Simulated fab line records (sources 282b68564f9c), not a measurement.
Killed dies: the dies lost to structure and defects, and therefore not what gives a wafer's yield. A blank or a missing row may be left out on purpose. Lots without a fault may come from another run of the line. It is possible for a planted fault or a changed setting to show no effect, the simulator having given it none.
fab line records || flow rit-cmos
record {"lots": 5, "wafers": 15, "last-day": 8}
route steps=202 shown PWELL@49 WELLDRIVE@50 NWELL@51 NRETRO@53 PRETRO@64 M1@202
lots that met no fault: from a run of the same line without faults
start-h: hours from the record's first day to the start of the lot's first wafer shown || wait-h: hours elapsed since this lot's preceding step || " identical to the entry in the row above || L1.1+2: several wafers, shown together as one row || - no value, or no start was given || * or withheld: withheld || < > ~ a bound
route shown NAME@n: a module of which the file shows steps, and the number in the route of the first || usual: mean and standard deviation over wafers with no fault || same: alike in all rows || chamber/n: place in a boat || sites: readings site by site || _std_site: the values' standard deviation || _edge_site: the outer-site mean with the inner-site mean subtracted || radius-mm: for every site, how far away it sits from the centre of the wafer || mask NAME#n: copy n || behind: tool/chamber where the wafer was last shaped || hold: the reason the lot was held/the length of the hold in hours/how it ended || device: which transistor (n, p or np) failed to switch || end of line: the route-end tests of the same wafers || where a step has no rows: the recipe by itself || killed: at the first sort, the dies lost to defects and structure; wafer yield is something else || map: per-die view of a wafer (x killed, . not killed, _ where there is no die)
set.NAME: the setting that was run; set.NAME@STEP: the one run at that earlier step || model.NAME: the simulator's own value behind a step, which no gauge read
a table for each step, a row for each wafer; lots at some steps of the route
services: a tool's chamber out of use, with start hour (start-h, from the record's first day; less than 0 if before it), hours out, and reason
## steps
# step RIT_PWELL_TW_MEAS_10
# usual {"PWELL_TW": "953/5.8"}
{"lot.wafer": "L636.1", "tool": "film-metro-02", "chamber": "-", "start-h": 35.32, "wait-h": 0.1, "PWELL_TW": 952}
{"lot.wafer": "L636.4", "tool": "film-metro-02", "chamber": "-", "start-h": 35.32, "wait-h": 0.1, "PWELL_TW": 950}
{"lot.wafer": "L636.6", "tool": "film-metro-02", "chamber": "-", "start-h": 35.32, "wait-h": 0.1, "PWELL_TW": 954}
{"lot.wafer": "L639.1", "tool": "film-metro-01", "chamber": "-", "start-h": 49.66, "wait-h": 0.1, "PWELL_TW": 956}
{"lot.wafer": "L639.2", "tool": "film-metro-01", "chamber": "-", "start-h": 49.66, "wait-h": 0.1, "PWELL_TW": 965}
{"lot.wafer": "L639.5", "tool": "film-metro-01", "chamber": "-", "start-h": 49.66, "wait-h": 0.1, "PWELL_TW": 960}
{"lot.wafer": "L651.4", "tool": "film-metro-01", "chamber": "-", "start-h": 109.24, "wait-h": 0.1, "PWELL_TW": 952}
{"lot.wafer": "L651.5", "tool": "film-metro-01", "chamber": "-", "start-h": 109.24, "wait-h": 0.1, "PWELL_TW": 961}
{"lot.wafer": "L651.6", "tool": "film-metro-01", "chamber": "-", "start-h": 109.24, "wait-h": 0.1, "PWELL_TW": 955}
{"lot.wafer": "L654.2", "tool": "film-metro-02", "chamber": "-", "start-h": 123.00, "wait-h": 0.1, "PWELL_TW": 956}
{"lot.wafer": "L654.4", "tool": "film-metro-02", "chamber": "-", "start-h": 123.00, "wait-h": 0.1, "PWELL_TW": 953}
{"lot.wafer": "L654.5", "tool": "film-metro-02", "chamber": "-", "start-h": 123.00, "wait-h": 0.1, "PWELL_TW": 959}
{"lot.wafer": "L656.3", "tool": "film-metro-02", "chamber": "-", "start-h": 134.31, "wait-h": 0.1, "PWELL_TW": 956}
{"lot.wafer": "L656.4", "tool": "film-metro-02", "chamber": "-", "start-h": 134.31, "wait-h": 0.1, "PWELL_TW": 951}
{"lot.wafer": "L656.5", "tool": "film-metro-02", "chamber": "-", "start-h": 134.31, "wait-h": 0.1, "PWELL_TW": 952}
# step RIT_WELLDRIVE_ANNEAL_00
# recipe {"temp-c": 1100, "time-s": 14700, "ambient": "N2"}
# step RIT_WELLDRIVE_RS_MEAS_01
# recipe {"thk-meas-gauge": "four-point-probe"}
# usual {"NWELL_RS": "275.8/0.76"}
{"lot.wafer": "L636.1", "tool": "film-metro-02", "chamber": "-", "start-h": 40.63, "wait-h": 0.0, "NWELL_RS[ohm/sq]": 275.2}
{"lot.wafer": "L636.4", "tool": "film-metro-02", "chamber": "-", "start-h": 40.63, "wait-h": 0.0, "NWELL_RS[ohm/sq]": 275.0}
{"lot.wafer": "L636.6", "tool": "film-metro-02", "chamber": "-", "start-h": 40.63, "wait-h": 0.0, "NWELL_RS[ohm/sq]": 275.0}
{"lot.wafer": "L639.1", "tool": "film-metro-02", "chamber": "-", "start-h": 54.80, "wait-h": 0.0, "NWELL_RS[ohm/sq]": 276.2}
{"lot.wafer": "L639.2", "tool": "film-metro-02", "chamber": "-", "start-h": 54.80, "wait-h": 0.0, "NWELL_RS[ohm/sq]": 276.2}
{"lot.wafer": "L639.5", "tool": "film-metro-02", "chamber": "-", "start-h": 54.80, "wait-h": 0.0, "NWELL_RS[ohm/sq]": 276.2}
{"lot.wafer": "L651.4", "tool": "film-metro-02", "chamber": "-", "start-h": 114.41, "wait-h": 0.1, "NWELL_RS[ohm/sq]": 276.3}
{"lot.wafer": "L651.5", "tool": "film-metro-02", "chamber": "-", "start-h": 114.41, "wait-h": 0.1, "NWELL_RS[ohm/sq]": 275.6}
{"lot.wafer": "L651.6", "tool": "film-metro-02", "chamber": "-", "start-h": 114.41, "wait-h": 0.1, "NWELL_RS[ohm/sq]": 275.4}
{"lot.wafer": "L654.2", "tool": "film-metro-01", "chamber": "-", "start-h": 128.16, "wait-h": 0.0, "NWELL_RS[ohm/sq]": 277.1}
{"lot.wafer": "L654.4", "tool": "film-metro-01", "chamber": "-", "start-h": 128.16, "wait-h": 0.0, "NWELL_RS[ohm/sq]": 276.6}
{"lot.wafer": "L654.5", "tool": "film-metro-01", "chamber": "-", "start-h": 128.16, "wait-h": 0.0, "NWELL_RS[ohm/sq]": 276.8}
{"lot.wafer": "L656.3", "tool": "film-metro-02", "chamber": "-", "start-h": 139.47, "wait-h": 0.0, "NWELL_RS[ohm/sq]": 275.3}
{"lot.wafer": "L656.4", "tool": "film-metro-02", "chamber": "-", "start-h": 139.47, "wait-h": 0.0, "NWELL_RS[ohm/sq]": 275.0}
{"lot.wafer": "L656.5", "tool": "film-metro-02", "chamber": "-", "start-h": 139.47, "wait-h": 0.0, "NWELL_RS[ohm/sq]": 275.6}
# step RIT_WELLDRIVE_RS_MEAS_02
# recipe {"thk-meas-gauge": "four-point-probe"}
# usual {"PWELL_RS": "430.5/1.1"}
{"lot.wafer": "L636.1", "tool": "film-metro-02", "chamber": "-", "start-h": 40.75, "wait-h": 0.1, "PWELL_RS[ohm/sq]": 428.7}
{"lot.wafer": "L636.4", "tool": "film-metro-02", "chamber": "-", "start-h": 40.75, "wait-h": 0.1, "PWELL_RS[ohm/sq]": 429.1}
{"lot.wafer": "L636.6", "tool": "film-metro-02", "chamber": "-", "start-h": 40.75, "wait-h": 0.1, "PWELL_RS[ohm/sq]": 428.9}
{"lot.wafer": "L639.1", "tool": "film-metro-02", "chamber": "-", "start-h": 54.92, "wait-h": 0.1, "PWELL_RS[ohm/sq]": 430.7}
{"lot.wafer": "L639.2", "tool": "film-metro-02", "chamber": "-", "start-h": 54.92, "wait-h": 0.1, "PWELL_RS[ohm/sq]": 429.5}
{"lot.wafer": "L639.5", "tool": "film-metro-02", "chamber": "-", "start-h": 54.92, "wait-h": 0.1, "PWELL_RS[ohm/sq]": 430.8}
{"lot.wafer": "L651.4", "tool": "film-metro-02", "chamber": "-", "start-h": 114.53, "wait-h": 0.1, "PWELL_RS[ohm/sq]": 431.1}
{"lot.wafer": "L651.5", "tool": "film-metro-02", "chamber": "-", "start-h": 114.53, "wait-h": 0.1, "PWELL_RS[ohm/sq]": 430.1}
{"lot.wafer": "L651.6", "tool": "film-metro-02", "chamber": "-", "start-h": 114.53, "wait-h": 0.1, "PWELL_RS[ohm/sq]": 431.4}
{"lot.wafer": "L654.2", "tool": "film-metro-01", "chamber": "-", "start-h": 128.28, "wait-h": 0.1, "PWELL_RS[ohm/sq]": 430.2}
{"lot.wafer": "L654.4", "tool": "film-metro-01", "chamber": "-", "start-h": 128.28, "wait-h": 0.1, "PWELL_RS[ohm/sq]": 428.5}
{"lot.wafer": "L654.5", "tool": "film-metro-01", "chamber": "-", "start-h": 128.28, "wait-h": 0.1, "PWELL_RS[ohm/sq]": 428.8}
{"lot.wafer": "L656.3", "tool": "film-metro-02", "chamber": "-", "start-h": 139.59, "wait-h": 0.1, "PWELL_RS[ohm/sq]": 431.4}
{"lot.wafer": "L656.4", "tool": "film-metro-02", "chamber": "-", "start-h": 139.59, "wait-h": 0.1, "PWELL_RS[ohm/sq]": 430.8}
{"lot.wafer": "L656.5", "tool": "film-metro-02", "chamber": "-", "start-h": 139.59, "wait-h": 0.1, "PWELL_RS[ohm/sq]": 431.4}
# step RIT_NRETRO_HMDS_00
# recipe {"prime-time-s": 60, "prime-temp-c": 140}
# step RIT_NRETRO_COAT_01
# recipe {"resist": "NOVOLAK", "spin-rpm": 2000, "resist-thk-nm": 1300}
# step RIT_NRETRO_SOFTBAKE_02
# recipe {"resist": "NOVOLAK", "temp-c": 90, "time-s": 60}
# step RIT_NRETRO_EXPOSE_03
# recipe {"mask-id": "M4", "na": 0.57, "target-cd-nm": 43900, "dose-mj": 250}
# step RIT_NRETRO_PEB_04
# recipe {"resist": "NOVOLAK", "temp-c": "withheld", "time-s": "withheld"}
# step RIT_NRETRO_DEVELOP_05
# recipe {"resist": "NOVOLAK", "develop-time-s": 68, "dev-temp-c": 23}
# step RIT_NRETRO_OVL_MEAS_06
# usual {"NRETRO_OVL": "1.8/1.2"}
{"lot.wafer": "L636.1", "tool": "overlay-02", "chamber": "-", "start-h": 41.87, "wait-h": "-", "NRETRO_OVL[nm]": 1.9}
{"lot.wafer": "L636.4", "tool": "overlay-02", "chamber": "-", "start-h": 41.87, "wait-h": "-", "NRETRO_OVL[nm]": 2.4}
{"lot.wafer": "L636.6", "tool": "overlay-02", "chamber": "-", "start-h": 41.87, "wait-h": "-", "NRETRO_OVL[nm]": 4.1}
{"lot.wafer": "L639.1", "tool": "overlay-01", "chamber": "-", "start-h": 55.92, "wait-h": "-", "NRETRO_OVL[nm]": 1.3}
{"lot.wafer": "L639.2", "tool": "overlay-01", "chamber": "-", "start-h": 55.92, "wait-h": "-", "NRETRO_OVL[nm]": 1.4}
{"lot.wafer": "L639.5", "tool": "overlay-01", "chamber": "-", "start-h": 55.92, "wait-h": "-", "NRETRO_OVL[nm]": 0.9}
{"lot.wafer": "L651.4", "tool": "overlay-01", "chamber": "-", "start-h": 115.49, "wait-h": "-", "NRETRO_OVL[nm]": 2.4}
{"lot.wafer": "L651.5", "tool": "overlay-01", "chamber": "-", "start-h": 115.49, "wait-h": "-", "NRETRO_OVL[nm]": 1.2}
{"lot.wafer": "L651.6", "tool": "overlay-01", "chamber": "-", "start-h": 115.49, "wait-h": "-", "NRETRO_OVL[nm]": 0.5}
{"lot.wafer": "L654.2", "tool": "overlay-01", "chamber": "-", "start-h": 129.34, "wait-h": "-", "NRETRO_OVL[nm]": 1.1}
{"lot.wafer": "L654.4", "tool": "overlay-01", "chamber": "-", "start-h": 129.34, "wait-h": "-", "NRETRO_OVL[nm]": 2.0}
{"lot.wafer": "L654.5", "tool": "overlay-01", "chamber": "-", "start-h": 129.34, "wait-h": "-", "NRETRO_OVL[nm]": 3.1}
{"lot.wafer": "L656.3", "tool": "overlay-02", "chamber": "-", "start-h": 140.56, "wait-h": "-", "NRETRO_OVL[nm]": 2.2}
{"lot.wafer": "L656.4", "tool": "overlay-02", "chamber": "-", "start-h": 140.56, "wait-h": "-", "NRETRO_OVL[nm]": 1.2}
{"lot.wafer": "L656.5", "tool": "overlay-02", "chamber": "-", "start-h": 140.56, "wait-h": "-", "NRETRO_OVL[nm]": 0.8}
# step RIT_NRETRO_HARDBAKE_07
# recipe {"resist": "NOVOLAK", "temp-c": 140, "time-s": 120}
# step RIT_NRETRO_IMPLANT_08
# recipe {"species": "P", "energy-kev": 70, "dose-cm2": 1e+13, "tilt-deg": 7.241}
# usual {"beam-energy-keV": "69.998/0.023"}
{"lot.wafer": "L636.1", "tool": "implanter-02", "chamber": 0, "start-h": 42.16, "wait-h": 0.2, "beam-energy-keV": 69.993, "model.implant.rp-nm": 86.8, "model.implant.drp-nm": 33.93}
{"lot.wafer": "L636.4", "tool": "implanter-02", "chamber": 0, "start-h": 42.16, "wait-h": 0.2, "beam-energy-keV": 70.025, "model.implant.rp-nm": 86.8, "model.implant.drp-nm": 33.93}
{"lot.wafer": "L636.6", "tool": "implanter-02", "chamber": 0, "start-h": 42.16, "wait-h": 0.2, "beam-energy-keV": 69.987, "model.implant.rp-nm": 86.8, "model.implant.drp-nm": 33.93}
{"lot.wafer": "L639.1", "tool": "implanter-02", "chamber": 0, "start-h": 56.21, "wait-h": 0.2, "beam-energy-keV": 69.985, "model.implant.rp-nm": 85.28, "model.implant.drp-nm": 33.93}
{"lot.wafer": "L639.2", "tool": "implanter-02", "chamber": 0, "start-h": 56.21, "wait-h": 0.2, "beam-energy-keV": 70.009, "model.implant.rp-nm": 85.28, "model.implant.drp-nm": 33.93}
{"lot.wafer": "L639.5", "tool": "implanter-02", "chamber": 0, "start-h": 56.21, "wait-h": 0.2, "beam-energy-keV": 70.001, "model.implant.rp-nm": 85.28, "model.implant.drp-nm": 33.93}
{"lot.wafer": "L651.4", "tool": "implanter-02", "chamber": 0, "start-h": 115.84, "wait-h": 0.2, "beam-energy-keV": 79.103, "model.implant.rp-nm": 96.29, "model.implant.drp-nm": 37.58}
{"lot.wafer": "L651.5", "tool": "implanter-02", "chamber": 0, "start-h": 115.84, "wait-h": 0.2, "beam-energy-keV": 79.114, "model.implant.rp-nm": 96.29, "model.implant.drp-nm": 37.58}
{"lot.wafer": "L651.6", "tool": "implanter-02", "chamber": 0, "start-h": 115.84, "wait-h": 0.2, "beam-energy-keV": 79.106, "model.implant.rp-nm": 96.29, "model.implant.drp-nm": 37.58}
{"lot.wafer": "L654.2", "tool": "implanter-01", "chamber": 0, "start-h": 129.64, "wait-h": 0.2, "beam-energy-keV": 69.980, "model.implant.rp-nm": 83.69, "model.implant.drp-nm": 33.93}
{"lot.wafer": "L654.4", "tool": "implanter-01", "chamber": 0, "start-h": 129.64, "wait-h": 0.2, "beam-energy-keV": 69.949, "model.implant.rp-nm": 83.69, "model.implant.drp-nm": 33.93}
{"lot.wafer": "L654.5", "tool": "implanter-01", "chamber": 0, "start-h": 129.64, "wait-h": 0.2, "beam-energy-keV": 69.953, "model.implant.rp-nm": 83.69, "model.implant.drp-nm": 33.93}
{"lot.wafer": "L656.3", "tool": "implanter-01", "chamber": 0, "start-h": 140.89, "wait-h": 0.2, "beam-energy-keV": 70.006, "model.implant.rp-nm": 82.05, "model.implant.drp-nm": 33.93}
{"lot.wafer": "L656.4", "tool": "implanter-01", "chamber": 0, "start-h": 140.89, "wait-h": 0.2, "beam-energy-keV": 69.999, "model.implant.rp-nm": 82.05, "model.implant.drp-nm": 33.93}
{"lot.wafer": "L656.5", "tool": "implanter-01", "chamber": 0, "start-h": 140.89, "wait-h": 0.2, "beam-energy-keV": 69.981, "model.implant.rp-nm": 82.05, "model.implant.drp-nm": 33.93}
# step RIT_NRETRO_STRIP_09
# recipe {"chemistry": "O2", "time-s": 180, "resist": "NOVOLAK", "platen-temp-c": "withheld", "power-w": 500, "pressure-mtorr": 4000, "o2-flow-sccm": 4000}
# usual {"drypump-motor-current-A": "5.4/0.31", "o2-flow-sccm": "3999/11"}
{"lot.wafer": "L636.1", "tool": "plasma-asher-04", "chamber": 0, "start-h": 42.31, "wait-h": 0.1, "drypump-motor-current-A": 5.0, "o2-flow-sccm": 4013, "rf-hours-counter-h": 38}
{"lot.wafer": "L636.4", "tool": "plasma-asher-04", "chamber": 1, "start-h": 42.31, "wait-h": 0.1, "drypump-motor-current-A": 5.4, "o2-flow-sccm": 3996, "rf-hours-counter-h": "-"}
{"lot.wafer": "L636.6", "tool": "plasma-asher-04", "chamber": 1, "start-h": 42.31, "wait-h": 0.1, "drypump-motor-current-A": 5.4, "o2-flow-sccm": 3984, "rf-hours-counter-h": "-"}
{"lot.wafer": "L639.1", "tool": "plasma-asher-01", "chamber": 0, "start-h": 56.36, "wait-h": 0.1, "drypump-motor-current-A": 5.8, "o2-flow-sccm": 4001, "rf-hours-counter-h": 44}
{"lot.wafer": "L639.2", "tool": "plasma-asher-01", "chamber": 1, "start-h": 56.36, "wait-h": 0.1, "drypump-motor-current-A": 5.1, "o2-flow-sccm": 4007, "rf-hours-counter-h": 44}
{"lot.wafer": "L639.5", "tool": "plasma-asher-01", "chamber": 0, "start-h": 56.36, "wait-h": 0.1, "drypump-motor-current-A": 5.7, "o2-flow-sccm": 4002, "rf-hours-counter-h": "-"}
{"lot.wafer": "L651.4", "tool": "plasma-asher-04", "chamber": 1, "start-h": 115.97, "wait-h": 0.1, "drypump-motor-current-A": 5.4, "o2-flow-sccm": 3999, "rf-hours-counter-h": "-"}
{"lot.wafer": "L651.5", "tool": "plasma-asher-04", "chamber": 0, "start-h": 115.97, "wait-h": 0.1, "drypump-motor-current-A": 5.0, "o2-flow-sccm": 3979, "rf-hours-counter-h": "-"}
{"lot.wafer": "L651.6", "tool": "plasma-asher-04", "chamber": 1, "start-h": 115.97, "wait-h": 0.1, "drypump-motor-current-A": 5.4, "o2-flow-sccm": 3992, "rf-hours-counter-h": "-"}
{"lot.wafer": "L654.2", "tool": "plasma-asher-01", "chamber": 1, "start-h": 129.77, "wait-h": 0.1, "drypump-motor-current-A": 5.1, "o2-flow-sccm": 4017, "rf-hours-counter-h": 51}
{"lot.wafer": "L654.4", "tool": "plasma-asher-01", "chamber": 1, "start-h": 129.77, "wait-h": 0.1, "drypump-motor-current-A": 5.1, "o2-flow-sccm": 3997, "rf-hours-counter-h": "-"}
{"lot.wafer": "L654.5", "tool": "plasma-asher-01", "chamber": 0, "start-h": 129.77, "wait-h": 0.1, "drypump-motor-current-A": 5.7, "o2-flow-sccm": 3980, "rf-hours-counter-h": "-"}
{"lot.wafer": "L656.3", "tool": "plasma-asher-01", "chamber": 1, "start-h": 141.05, "wait-h": 0.1, "drypump-motor-current-A": 5.1, "o2-flow-sccm": 3976, "rf-hours-counter-h": "-"}
{"lot.wafer": "L656.4", "tool": "plasma-asher-01", "chamber": 0, "start-h": 141.05, "wait-h": 0.1, "drypump-motor-current-A": 5.7, "o2-flow-sccm": 4013, "rf-hours-counter-h": "-"}
{"lot.wafer": "L656.5", "tool": "plasma-asher-01", "chamber": 0, "start-h": 141.05, "wait-h": 0.1, "drypump-motor-current-A": 5.7, "o2-flow-sccm": 4001, "rf-hours-counter-h": "-"}
# step RIT_NRETRO_TW_MEAS_10
# usual {"NRETRO_TW": "1052/7.2"}
{"lot.wafer": "L636.1", "tool": "film-metro-03", "chamber": "-", "start-h": 42.48, "wait-h": 0.1, "NRETRO_TW": 1051}
{"lot.wafer": "L636.4", "tool": "film-metro-03", "chamber": "-", "start-h": 42.48, "wait-h": 0.1, "NRETRO_TW": 1044}
{"lot.wafer": "L636.6", "tool": "film-metro-03", "chamber": "-", "start-h": 42.48, "wait-h": 0.1, "NRETRO_TW": 1048}
{"lot.wafer": "L639.1", "tool": "film-metro-03", "chamber": "-", "start-h": 56.53, "wait-h": 0.1, "NRETRO_TW": 1045}
{"lot.wafer": "L639.2", "tool": "film-metro-03", "chamber": "-", "start-h": 56.53, "wait-h": 0.1, "NRETRO_TW": 1048}
{"lot.wafer": "L639.5", "tool": "film-metro-03", "chamber": "-", "start-h": 56.53, "wait-h": 0.1, "NRETRO_TW": 1047}
{"lot.wafer": "L651.4", "tool": "film-metro-04", "chamber": "-", "start-h": 116.12, "wait-h": 0.1, "NRETRO_TW": 1086}
{"lot.wafer": "L651.5", "tool": "film-metro-04", "chamber": "-", "start-h": 116.12, "wait-h": 0.1, "NRETRO_TW": 1085}
{"lot.wafer": "L651.6", "tool": "film-metro-04", "chamber": "-", "start-h": 116.12, "wait-h": 0.1, "NRETRO_TW": 1083}
{"lot.wafer": "L654.2", "tool": "film-metro-01", "chamber": "-", "start-h": 129.95, "wait-h": 0.1, "NRETRO_TW": 1061}
{"lot.wafer": "L654.4", "tool": "film-metro-01", "chamber": "-", "start-h": 129.95, "wait-h": 0.1, "NRETRO_TW": 1055}
{"lot.wafer": "L654.5", "tool": "film-metro-01", "chamber": "-", "start-h": 129.95, "wait-h": 0.1, "NRETRO_TW": 1057}
{"lot.wafer": "L656.3", "tool": "film-metro-04", "chamber": "-", "start-h": 141.18, "wait-h": 0.1, "NRETRO_TW": 1045}
{"lot.wafer": "L656.4", "tool": "film-metro-04", "chamber": "-", "start-h": 141.18, "wait-h": 0.1, "NRETRO_TW": 1047}
{"lot.wafer": "L656.5", "tool": "film-metro-04", "chamber": "-", "start-h": 141.18, "wait-h": 0.1, "NRETRO_TW": 1053}
# step RIT_PRETRO_HMDS_00
# recipe {"prime-time-s": 60, "prime-temp-c": 140}
# step RIT_M1_PROBE_99
# usual {"defect-limited-yield": "97.3/1.2", "killed-at-front-end": "7/3.2", "killed-dies": "7/3.2", "killed-on-rim": "1.8/1.6", "killed-open": "3.5/2.1", "killed-short": "3.5/2.1", "sort_bin_3_pad_short": "0.1/0.21", "sort_bin_5_function": "1.5/0.8", "sort_bin_6_memory": "1.0/0.69", "sort-n-pass": "257/3.2", "sort-yield-pct": "97.3/1.2"}
# same {"gross-dies": 264, "killed_at_M0_to_M3": 0, "killed_at_M4_up": 0, "killed-at-back-side": 0, "killed-at-contacts": 0, "killed-at-other": 0}
{"lot.wafer": "L636.1", "tool": "prober-02", "chamber": "-", "start-h": 72.98, "wait-h": 0.1, "defect-limited-yield[%]": 96.6, "killed-at-front-end": 9, "killed-dies": 9, "killed-on-rim": 1, "killed-open": 2, "killed-short": 7, "sort_bin_3_pad_short[%]": 0.4, "sort_bin_5_function[%]": 2.3, "sort_bin_6_memory[%]": 0.8, "sort-n-pass": 255, "sort-yield-pct[%]": 96.6}
{"lot.wafer": "L636.4", "tool": "prober-02", "chamber": "-", "start-h": 73.13, "wait-h": 0.2, "defect-limited-yield[%]": 95.8, "killed-at-front-end": 11, "killed-dies": 11, "killed-on-rim": 2, "killed-open": 6, "killed-short": 5, "sort_bin_3_pad_short[%]": 0.4, "sort_bin_5_function[%]": 2.7, "sort_bin_6_memory[%]": 1.1, "sort-n-pass": 253, "sort-yield-pct[%]": 95.8}
{"lot.wafer": "L636.6", "tool": "prober-02", "chamber": "-", "start-h": 73.23, "wait-h": 0.2, "defect-limited-yield[%]": 97.0, "killed-at-front-end": 8, "killed-dies": 8, "killed-on-rim": 1, "killed-open": 4, "killed-short": 4, "sort_bin_3_pad_short[%]": 0, "sort_bin_5_function[%]": 1.5, "sort_bin_6_memory[%]": 1.5, "sort-n-pass": 256, "sort-yield-pct[%]": 97.0}
{"lot.wafer": "L639.1", "tool": "prober-01", "chamber": "-", "start-h": 83.56, "wait-h": 0.1, "defect-limited-yield[%]": 97.0, "killed-at-front-end": 8, "killed-dies": 8, "killed-on-rim": 2, "killed-open": 4, "killed-short": 4, "sort_bin_3_pad_short[%]": 0.4, "sort_bin_5_function[%]": 2.3, "sort_bin_6_memory[%]": 0.4, "sort-n-pass": 256, "sort-yield-pct[%]": 97.0}
{"lot.wafer": "L639.2", "tool": "prober-01", "chamber": "-", "start-h": 83.61, "wait-h": 0.1, "defect-limited-yield[%]": 95.8, "killed-at-front-end": 11, "killed-dies": 11, "killed-on-rim": 4, "killed-open": 6, "killed-short": 5, "sort_bin_3_pad_short[%]": 0, "sort_bin_5_function[%]": 3.0, "sort_bin_6_memory[%]": 1.1, "sort-n-pass": 253, "sort-yield-pct[%]": 95.8}
{"lot.wafer": "L639.5", "tool": "prober-01", "chamber": "-", "start-h": 83.76, "wait-h": 0.2, "defect-limited-yield[%]": 99.6, "killed-at-front-end": 1, "killed-dies": 1, "killed-on-rim": 0, "killed-open": 1, "killed-short": 0, "sort_bin_3_pad_short[%]": 0, "sort_bin_5_function[%]": 0, "sort_bin_6_memory[%]": 0.4, "sort-n-pass": 263, "sort-yield-pct[%]": 99.6}
{"lot.wafer": "L654.2", "tool": "prober-01", "chamber": "-", "start-h": 165.84, "wait-h": 0.1, "defect-limited-yield[%]": 97.3, "killed-at-front-end": 7, "killed-dies": 7, "killed-on-rim": 0, "killed-open": 2, "killed-short": 5, "sort_bin_3_pad_short[%]": 0, "sort_bin_5_function[%]": 1.1, "sort_bin_6_memory[%]": 1.5, "sort-n-pass": 257, "sort-yield-pct[%]": 97.3}
{"lot.wafer": "L654.4", "tool": "prober-01", "chamber": "-", "start-h": 165.94, "wait-h": 0.2, "defect-limited-yield[%]": 95.8, "killed-at-front-end": 11, "killed-dies": 11, "killed-on-rim": 5, "killed-open": 7, "killed-short": 4, "sort_bin_3_pad_short[%]": 0, "sort_bin_5_function[%]": 3.0, "sort_bin_6_memory[%]": 1.1, "sort-n-pass": 253, "sort-yield-pct[%]": 95.8}
{"lot.wafer": "L654.5", "tool": "prober-01", "chamber": "-", "start-h": 165.99, "wait-h": 0.2, "defect-limited-yield[%]": 95.8, "killed-at-front-end": 11, "killed-dies": 11, "killed-on-rim": 2, "killed-open": 5, "killed-short": 6, "sort_bin_3_pad_short[%]": 0.4, "sort_bin_5_function[%]": 2.7, "sort_bin_6_memory[%]": 1.1, "sort-n-pass": 253, "sort-yield-pct[%]": 95.8}
{"lot.wafer": "L656.3", "tool": "prober-01", "chamber": "-", "start-h": 181.12, "wait-h": 0.2, "defect-limited-yield[%]": 98.5, "killed-at-front-end": 4, "killed-dies": 4, "killed-on-rim": 0, "killed-open": 3, "killed-short": 1, "sort_bin_3_pad_short[%]": 0, "sort_bin_5_function[%]": 1.5, "sort_bin_6_memory[%]": 0, "sort-n-pass": 260, "sort-yield-pct[%]": 98.5}
{"lot.wafer": "L656.4", "tool": "prober-01", "chamber": "-", "start-h": 181.17, "wait-h": 0.2, "defect-limited-yield[%]": 98.5, "killed-at-front-end": 4, "killed-dies": 4, "killed-on-rim": 2, "killed-open": 0, "killed-short": 4, "sort_bin_3_pad_short[%]": 0.4, "sort_bin_5_function[%]": 0.8, "sort_bin_6_memory[%]": 0.4, "sort-n-pass": 260, "sort-yield-pct[%]": 98.5}
{"lot.wafer": "L656.5", "tool": "prober-01", "chamber": "-", "start-h": 181.22, "wait-h": 0.2, "defect-limited-yield[%]": 98.9, "killed-at-front-end": 3, "killed-dies": 3, "killed-on-rim": 0, "killed-open": 0, "killed-short": 3, "sort_bin_3_pad_short[%]": 0.4, "sort_bin_5_function[%]": 0.4, "sort_bin_6_memory[%]": 0.4, "sort-n-pass": 261, "sort-yield-pct[%]": 98.9}
# killed by level:class
L636.1 REOX:geometric-particle:short=3 FOX1:geometric-particle:short=2 GATE:geometric-particle:open=2 GATE:geometric-particle:short=2
L636.4 GATE:geometric-particle:open=3 GATE:geometric-particle:short=3 FOX1:geometric-particle:open=2 ACTIVE:geometric-particle:short=1 REOX:geometric-particle:short=1 REOX:geometric-particle:open=1
L636.6 FOX1:geometric-particle:short=2 FOX2:geometric-particle:open=2 FOX2:geometric-particle:short=2 GATE:geometric-particle:open=2
L639.1 GATE:geometric-particle:open=4 GATE:geometric-particle:short=3 SPACER:geometric-particle:short=1
L639.2 FOX2:geometric-particle:short=3 FOX2:geometric-particle:open=2 GATE:geometric-particle:open=2 REOX:geometric-particle:short=2 REOX:geometric-particle:open=2
L639.5 GATE:geometric-particle:open=1
L654.2 REOX:geometric-particle:short=2 FOX2:geometric-particle:open=1 GATE:geometric-particle:short=1 GATE:geometric-particle:open=1 SPACER:geometric-particle:short=1 SILICIDE:geometric-particle:short=1
L654.4 FOX1:geometric-particle:open=3 FOX1:geometric-particle:short=2 REOX:geometric-particle:open=2 FOX2:geometric-particle:open=1 GATE:geometric-particle:short=1 SPACER:geometric-particle:open=1 SPACER:geometric-particle:short=1
L654.5 FOX1:geometric-particle:short=2 GATE:geometric-particle:short=2 SILICIDE:geometric-particle:open=2 FOX1:geometric-particle:open=1 GATE:geometric-particle:open=1 REOX:geometric-particle:short=1 SPACER:geometric-particle:open=1 SILICIDE:geometric-particle:short=1
L656.3 FOX2:geometric-particle:open=2 FOX2:geometric-particle:short=1 REOX:geometric-particle:open=1
L656.4 REOX:geometric-particle:short=2 GATE:geometric-particle:short=1 SPACER:geometric-particle:short=1
L656.5 GATE:geometric-particle:short=2 FOX2:geometric-particle:short=1
## services
{"tool": "implanter-01", "chamber": "-", "start-h": 90.75, "hours": 3.0, "kind": "repair"}
{"tool": "implanter-01", "chamber": "-", "start-h": 107.51, "hours": 4.6, "kind": "pm"}
{"tool": "implanter-01", "chamber": "-", "start-h": 132.18, "hours": 6.3, "kind": "repair"}
## key
first-sign {"step": "RIT_NRETRO_IMPLANT_08", "reading": "beam-energy-keV", "direction": "up", "sigmas": "99+", "usual": 69.998, "struck": 79.108}
effect {"step": "RIT_NRETRO_TW_MEAS_10", "reading": "NRETRO_TW", "direction": "up", "sigmas": 4.5, "usual": 1052, "struck": 1085}
model-effect {"step": "RIT_NRETRO_IMPLANT_08", "value": "implant.rp-nm", "without": 84.91, "struck": 96.29}
met-at RIT_NRETRO_IMPLANT_08
struck-wafers L651.4,L651.5,L651.6
rows-end L651.4,L651.5,L651.6
onset-between 56.21 115.84
fault {"kind": "process-parameter-drift", "tool": "implanter-02", "chamber": "-", "onset-h": 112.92, "steps": "RIT_NRETRO_IMPLANT_08", "channel": "energy-kev", "offset": 9.1, "shape": "step", "end-h": 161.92, "acts-in": "these-recipes-only", "stated": 70}
# rows-end: these wafers met a further fault down the route, and their rows from its step on are left out
